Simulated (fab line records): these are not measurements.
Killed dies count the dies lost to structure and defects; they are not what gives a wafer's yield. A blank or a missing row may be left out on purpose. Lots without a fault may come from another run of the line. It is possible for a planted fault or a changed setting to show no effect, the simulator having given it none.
fab line records    flow rit_cmos
[record] lots = 15  wafers = 45  last_day = 7
route steps=202 shown PWELL@45 NRETRO@62 PRETRO@74 FOX2@80 GATE@92
lots with no fault: from the same line, run without faults
start_h: start of the lot's first displayed wafer, in hours after the record's first day    wait_h: hours from the lot's prior step to this one    " the same as in the row above    L1.1+2: a row that stands for several wafers    - no value, or no start was given    * or withheld: withheld    < > ~ a bound
route shown NAME@n: NAME is a module with steps in the file, n the number in the route of the first one    usual: mean/standard deviation of fault-free wafers    same: alike in all rows    chamber/n: place in a boat    sites: readings site by site    _std_site: standard deviation across them    _edge_site: inner sites' mean taken away from outer sites' mean    radius_mm: how far each site lies from the wafer's centre    mask NAME#n: copy n    behind: tool/chamber where the wafer was last shaped    hold: the reason the lot was held/the length of the hold in hours/how it ended    device: whichever transistor did not switch (one of n, p or np)    end of line: at the end of the route, the tests of the same wafers    a step without rows: its recipe alone    killed: not the wafer's yield, but the dies lost to structure and defects at the first sort    map: per-die view of a wafer (x killed, . not killed, _ where there is no die)
set.NAME: the run value of the setting; set.NAME@STEP: its run value at that earlier step    model.NAME: the simulator's own value behind a step, which no gauge read
route steps across a sampled set of lots; one table per step, one row per wafer
services: the hour from which a tool's chamber was out of use, counted from the record's first day as start_h (under 0 if before that day), plus the number of hours and why
[[steps]]
[step RIT_PWELL_OVL_MEAS_06]
[usual] PWELL_OVL = 0.7/1.5
lot.wafer  tool        chamber  start_h  wait_h  PWELL_OVL[nm]
L547.1     overlay-01  -        24.43    -       2.4
L547.4     "           -        "        "       2.6
L547.6     "           -        "        "       3.8
L548.2     overlay-01  -        27.81    -       2.2
L548.4     "           -        "        "       2.8
L548.6     "           -        "        "       1.5
L549.1     overlay-02  -        36.09    -       -3.1
L549.3     "           -        "        "       -1.2
L549.4     "           -        "        "       -2.2
L550.1     overlay-02  -        40.53    -       2.4
L550.4     "           -        "        "       0.5
L550.6     "           -        "        "       0.3
L551.3     overlay-02  -        43.77    -       1.6
L551.4     "           -        "        "       0.7
L551.6     "           -        "        "       1.1
L553.1     overlay-02  -        54.30    -       0.8
L553.2     "           -        "        "       0.6
L553.6     "           -        "        "       -0.9
L554.3     overlay-01  -        58.06    -       1.4
L554.4     "           -        "        "       1.9
L554.5     "           -        "        "       1.1
L555.2     overlay-02  -        65.12    -       -0.9
L555.3     "           -        "        "       -1.0
L555.4     "           -        "        "       -2.8
L557.1     overlay-01  -        78.88    -       2.1
L557.2     "           -        "        "       1.4
L557.4     "           -        "        "       1.0
L559.1     overlay-01  -        83.92    -       0.9
L559.2     "           -        "        "       2.5
L559.3     "           -        "        "       0.8
L560.1     overlay-01  -        92.24    -       -0.3
L560.3     "           -        "        "       0.1
L560.5     "           -        "        "       3.1
L561.2     overlay-01  -        95.00    -       2.3
L561.4     "           -        "        "       -0.2
L561.6     "           -        "        "       1.2
L563.1     overlay-02  -        105.66   -       0.3
L563.3     "           -        "        "       -0.6
L563.4     "           -        "        "       1.5
L569.2     overlay-02  -        132.36   -       1.3
L569.3     "           -        "        "       -0.3
L569.4     "           -        "        "       -0.1
L570.1     overlay-02  -        139.17   -       -0.3
L570.2     "           -        "        "       1.0
L570.6     "           -        "        "       1.4
[step RIT_NRETRO_STRIP_09]
[recipe] chemistry = O2  time_s = 180  resist = NOVOLAK  platen_temp_c = withheld  power_w = 500  pressure_mtorr = 4000  o2_flow_sccm = 4000
[usual] chamber_pressure_mTorr = 4000/3.8  drypump_motor_current_A = 5.5/0.53  o2_flow_sccm = 3999/12
lot.wafer  tool             chamber  start_h  wait_h  chamber_pressure_mTorr  drypump_motor_current_A  o2_flow_sccm  rf_hours_counter_h
L547.1     plasma_asher-04  1        32.24    0.1     3998                    6.0                      4001          24
L547.4     "                1        "        "       4002                    6.0                      3995          -
L547.6     "                0        "        "       4003                    5.5                      4009          -
L548.2     plasma_asher-04  1        37.20    0.1     4000                    6.1                      3997          24
L548.4     "                0        "        "       3999                    5.5                      3996          -
L548.6     "                0        "        "       4000                    5.5                      3976          -
L549.1     plasma_asher-01  0        45.00    0.1     4005                    4.6                      3998          39
L549.3     "                0        "        "       3999                    4.6                      4002          -
L549.4     "                1        "        "       3995                    6.0                      3993          -
L550.1     plasma_asher-04  0        49.80    0.1     3994                    5.5                      4009          26
L550.4     "                0        "        "       3997                    5.5                      4003          -
L550.6     "                0        "        "       3997                    5.5                      3992          -
L551.3     plasma_asher-01  0        51.12    0.1     3993                    4.6                      3986          -
L551.4     "                1        "        "       4006                    6.0                      4006          -
L551.6     "                0        "        "       3995                    4.7                      3996          -
L553.1     plasma_asher-02  1        61.86    0.1     3997                    6.0                      3995          42
L553.2     "                0        "        "       4001                    5.0                      4001          42
L553.6     "                1        "        "       4002                    6.0                      4002          -
L554.3     plasma_asher-04  1        65.57    0.1     3998                    6.0                      3994          -
L554.4     "                0        "        "       4001                    5.5                      4008          -
L554.5     "                1        "        "       4002                    6.0                      3979          -
L555.2     plasma_asher-02  1        72.55    0.1     3997                    6.0                      4010          43
L555.3     "                0        "        "       4003                    5.0                      4004          -
L555.4     "                1        "        "       4001                    6.0                      4011          -
L557.1     plasma_asher-04  1        86.39    0.1     4004                    6.0                      3996          29
L557.2     "                0        "        "       3997                    5.5                      3983          29
L557.4     "                0        "        "       4000                    5.5                      3990          -
L559.1     plasma_asher-04  0        92.12    0.1     -                       -                        -             -
L559.2     "                1        "        "       -                       -                        -             -
L559.3     "                1        "        "       -                       -                        -             -
L560.1     plasma_asher-02  0        99.68    0.1     -                       -                        -             -
L560.3     "                1        "        "       -                       -                        -             -
L560.5     "                0        "        "       -                       -                        -             -
L561.2     plasma_asher-04  1        104.09   0.1     -                       -                        -             -
L561.4     "                1        "        "       -                       -                        -             -
L561.6     "                0        "        "       -                       -                        -             -
L563.1     plasma_asher-01  0        113.10   0.1     3999                    4.6                      3993          46
L563.3     "                0        "        "       4000                    4.7                      4010          -
L563.4     "                1        "        "       4000                    6.0                      3997          -
L569.2     plasma_asher-01  1        139.78   0.1     3999                    6.0                      4004          51
L569.3     "                0        "        "       3995                    4.7                      4007          -
L569.4     "                1        "        "       3995                    6.0                      4004          -
L570.1     plasma_asher-01  1        146.48   0.1     3999                    6.0                      4005          52
L570.2     "                0        "        "       4001                    4.7                      3967          52
L570.6     "                1        "        "       4001                    6.0                      4001          -
[step RIT_PRETRO_TW_MEAS_10]
[usual] PRETRO_TW = 471/5.8
lot.wafer  tool           chamber  start_h  wait_h  PRETRO_TW
L547.1     film_metro-04  -        34.09    0.1     476
L547.4     "              -        "        "       474
L547.6     "              -        "        "       473
L548.2     film_metro-01  -        39.06    0.1     479
L548.4     "              -        "        "       478
L548.6     "              -        "        "       477
L549.1     film_metro-01  -        46.72    0.1     476
L549.3     "              -        "        "       479
L549.4     "              -        "        "       475
L550.1     film_metro-03  -        51.80    0.1     462
L550.4     "              -        "        "       462
L550.6     "              -        "        "       463
L551.3     film_metro-04  -        53.05    0.1     478
L551.4     "              -        "        "       473
L551.6     "              -        "        "       478
L553.1     film_metro-01  -        63.58    0.1     474
L553.2     "              -        "        "       472
L553.6     "              -        "        "       475
L554.3     film_metro-04  -        67.26    0.1     474
L554.4     "              -        "        "       475
L554.5     "              -        "        "       475
L555.2     film_metro-01  -        74.37    0.1     472
L555.3     "              -        "        "       475
L555.4     "              -        "        "       473
L557.1     film_metro-03  -        88.24    0.1     459
L557.2     "              -        "        "       461
L557.4     "              -        "        "       462
L559.1     film_metro-03  -        93.88    0.1     29
L559.2     "              -        "        "       29
L559.3     "              -        "        "       29
L560.1     film_metro-03  -        101.40   0.1     29
L560.3     "              -        "        "       29
L560.5     "              -        "        "       29
L561.2     film_metro-03  -        106.04   0.1     29
L561.4     "              -        "        "       29
L561.6     "              -        "        "       29
L563.1     film_metro-04  -        114.82   0.1     472
L563.3     "              -        "        "       476
L563.4     "              -        "        "       473
L569.2     film_metro-01  -        141.83   0.1     478
L569.3     "              -        "        "       476
L569.4     "              -        "        "       476
L570.1     film_metro-04  -        148.20   0.1     475
L570.2     "              -        "        "       473
L570.6     "              -        "        "       473
[step RIT_FOX2_THK_MEAS_91]
[recipe] reads = SiO2_of_FOX2_OXIDATION_00
[usual] FIELD_OXIDE_LEFT_2_THK = 258/5.4
lot.wafer  tool           chamber  start_h  wait_h  FIELD_OXIDE_LEFT_2_THK[nm]
L547.1     film_metro-02  -        34.59    0.0     258
L547.4     "              -        "        "       255
L547.6     "              -        "        "       260
L548.2     film_metro-02  -        39.56    0.0     253
L548.4     "              -        "        "       258
L548.6     "              -        "        "       253
L549.1     film_metro-01  -        47.36    0.0     266
L549.3     "              -        "        "       263
L549.4     "              -        "        "       258
L550.1     film_metro-03  -        52.28    0.0     251
L550.4     "              -        "        "       249
L550.6     "              -        "        "       249
L551.3     film_metro-03  -        53.53    0.0     262
L551.4     "              -        "        "       256
L551.6     "              -        "        "       254
L553.1     film_metro-03  -        64.06    0.0     271
L553.2     "              -        "        "       259
L553.6     "              -        "        "       257
L554.3     film_metro-03  -        67.75    0.0     256
L554.4     "              -        "        "       256
L554.5     "              -        "        "       254
L555.2     film_metro-03  -        74.84    0.0     254
L555.3     "              -        "        "       257
L555.4     "              -        "        "       258
L557.1     film_metro-02  -        88.72    0.0     260
L557.2     "              -        "        "       256
L557.4     "              -        "        "       258
L559.1     film_metro-02  -        94.37    0.0     256
L559.2     "              -        "        "       251
L559.3     "              -        "        "       259
L560.1     film_metro-01  -        101.88   0.0     254
L560.3     "              -        "        "       246
L560.5     "              -        "        "       249
L561.2     film_metro-02  -        106.52   0.0     258
L561.4     "              -        "        "       263
L561.6     "              -        "        "       264
L563.1     film_metro-01  -        115.33   0.0     253
L563.3     "              -        "        "       250
L563.4     "              -        "        "       247
L569.2     film_metro-02  -        142.31   0.0     264
L569.3     "              -        "        "       265
L569.4     "              -        "        "       265
L570.1     film_metro-01  -        148.69   0.0     258
L570.2     "              -        "        "       252
L570.6     "              -        "        "       258
[step RIT_GATE_CD_MEAS_16]
[recipe] target_cd_nm = 150
[usual] cd_nm = 150.5/2.8
lot.wafer  tool       chamber  start_h  wait_h  cd_nm
L547.1     cd_sem-02  -        39.92    -       150.0
L547.4     "          -        "        "       153.5
L547.6     "          -        "        "       151.8
L548.2     cd_sem-02  -        46.20    -       145.3
L548.4     "          -        "        "       144.6
L548.6     "          -        "        "       144.1
L549.1     cd_sem-02  -        53.60    -       148.0
L549.3     "          -        "        "       147.8
L549.4     "          -        "        "       148.5
L550.1     cd_sem-02  -        56.35    -       151.1
L550.4     "          -        "        "       151.1
L550.6     "          -        "        "       151.7
L551.3     cd_sem-01  -        58.25    -       150.2
L551.4     "          -        "        "       150.7
L551.6     "          -        "        "       149.8
L553.1     cd_sem-02  -        68.72    -       155.7
L553.2     "          -        "        "       157.4
L553.6     "          -        "        "       155.0
L554.3     cd_sem-02  -        73.54    -       152.2
L554.4     "          -        "        "       151.9
L554.5     "          -        "        "       153.1
L555.2     cd_sem-01  -        80.34    -       155.3
L555.3     "          -        "        "       155.7
L555.4     "          -        "        "       153.0
L557.1     cd_sem-02  -        93.57    -       148.5
L557.2     "          -        "        "       148.2
L557.4     "          -        "        "       144.9
L559.1     cd_sem-01  -        100.65   -       147.3
L559.2     "          -        "        "       147.9
L559.3     "          -        "        "       147.4
L560.1     cd_sem-02  -        107.88   -       152.1
L560.3     "          -        "        "       152.1
L560.5     "          -        "        "       151.3
L561.2     cd_sem-01  -        110.50   -       149.0
L561.4     "          -        "        "       147.9
L561.6     "          -        "        "       148.6
L563.1     cd_sem-01  -        121.19   -       147.8
L563.3     "          -        "        "       150.1
L563.4     "          -        "        "       150.5
L569.2     cd_sem-01  -        147.60   -       148.2
L569.3     "          -        "        "       148.5
L569.4     "          -        "        "       147.5
L570.1     cd_sem-02  -        153.24   -       154.2
L570.2     "          -        "        "       153.3
L570.6     "          -        "        "       153.3
[[services]]
tool             chamber  start_h  hours  kind
plasma_asher-02  -        108.75   9.0    pm
plasma_asher-02  0        108.75   9.0    vent_cycle
plasma_asher-02  1        108.75   9.0    vent_cycle
plasma_asher-02  0        117.75   -      clean
plasma_asher-02  1        117.75   -      clean
plasma_asher-04  -        138.04   2.8    pm
[[key]]
[first_sign] step = RIT_NRETRO_STRIP_09  reading = tool_record  direction = missing
[effect] step = RIT_PRETRO_TW_MEAS_10  reading = PRETRO_TW  direction = down  sigmas = 76  usual = 471  struck = 29
met_at RIT_NRETRO_STRIP_09
struck_lots L559,L560,L561
sort_left_out L559.1,L559.2,L559.3,L560.1,L560.3,L560.5,L561.2,L561.4,L561.6
tester_left_out L559,L560,L561
not_acting_at RIT_PWELL_OVL_MEAS_06,RIT_FOX2_THK_MEAS_91,RIT_GATE_CD_MEAS_16
onset_between 86.39 92.12
[fault] kind = skipped_step_whole  tool = plasma_asher-02,plasma_asher-04  chamber = -  onset_h = 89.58  steps = RIT_NRETRO_STRIP_09  scope = struck_lots_only
// tester_left_out: of these lots the tester's yield and bins aren't shown, on N5 and GAA mostly nor the transistor test; their killed dies are dies lost to structure and defects alone, not to doping, threshold or leakage, so they don't give the yield
// sort_left_out: the simulated sort isn't trusted on such a fault, so these wafers' sort isn't shown, and their yield isn't known
